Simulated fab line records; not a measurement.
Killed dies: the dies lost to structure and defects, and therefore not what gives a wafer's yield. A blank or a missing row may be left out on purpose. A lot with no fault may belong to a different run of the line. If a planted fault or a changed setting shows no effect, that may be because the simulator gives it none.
Which tool was responsible?    flow berkeley-cmos170    7 lots, 21 wafers sampled, at 3 steps of a route of 331

## WHAT THE GAUGES READ, wafer by wafer
UCB170_V2_THK_MEAS_01.
lot   measured      on             V2_TEOS_THK (nm)
L323  day 8 23:58   film-metro-03  1964 1976 1943
L324  day 9 23:18   film-metro-03  1958 1952 1993
L331  day 12 06:18  film-metro-02  3083 3054 3109
L337  day 12 23:04  film-metro-02  1978 1945 1988
L338  day 13 07:29  film-metro-04  1940 1972 1994
L341  day 13 17:29  film-metro-04  1974 2006 2017
L342  day 14 05:48  film-metro-03  1944 1979 2001

## WHICH TOOL RAN EACH LOT (tool, then ch and the chambers of the sampled wafers, then the start)
lot   UCB170_SILICIDE_SPUTTER_01    UCB170_V2_CVD_00
L323  pvd-sputter-03, day 8 07:45   pecvd-02 ch 0,1,2, day 8 23:49
L324  pvd-sputter-03, day 9 08:46   pecvd-04 ch 0,1,2, day 9 23:08
L331  pvd-sputter-02, day 11 14:42  pecvd-02 ch 0,2, day 12 06:09
L337  pvd-sputter-01, day 12 05:15  pecvd-01 ch 0,1,2, day 12 22:54
L338  pvd-sputter-03, day 12 16:41  pecvd-01 ch 0,1,2, day 13 07:19
L341  pvd-sputter-03, day 12 23:29  pecvd-04 ch 0,2, day 13 17:19
L342  pvd-sputter-02, day 13 09:43  pecvd-04 ch 0,1, day 14 05:38
- UCB170_SILICIDE_SPUTTER_01: material Ti, target thk 30 nm, time 25.82 s.
- UCB170_V2_CVD_00: deposits SiO2 from TEOS/O2, target thk 2000 nm, time 250 s.

## THE ANSWER, worked out from the rows above alone
Rule: what is usual is taken from the lots themselves. The widest of any qualifying gaps counts: lots, ordered by their means at a reading, are off when they make up no more than a third of the lots, leave a main group of 4 or more, and stand apart from it by 3 or more times the standard deviation of that group's means. If all means in a main group match to the digits the tables above print for the reading, that group is not used. A lot without any number at a reading at which 4 lots or more have one is off too. Where the step has rows for the other lots, those lots are counted as sound.
Off: at UCB170_V2_THK_MEAS_01 (V2_TEOS_THK), L331. For the main group the mean is 1974 nm and the standard deviation 12.
A tool fits if, at a process step before that reading, it ran every lot that is off, and no sound lot after the first of them. Those tools and the gauges at UCB170_V2_THK_MEAS_01 are tried in the same way. One fits: UCB170_V2_CVD_00 on pecvd-02. Its last sound lot is L323 (day 8 23:49), its first lot that is off L331 (day 12 06:09): a fault that began between those two fits.

## WHAT THE SIMULATOR HAD INSERTED
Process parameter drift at UCB170_V2_CVD_00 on pecvd-02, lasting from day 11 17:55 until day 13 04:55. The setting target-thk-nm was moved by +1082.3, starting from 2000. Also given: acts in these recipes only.
Lots struck among those shown: L331. This agrees with what the rule above found.
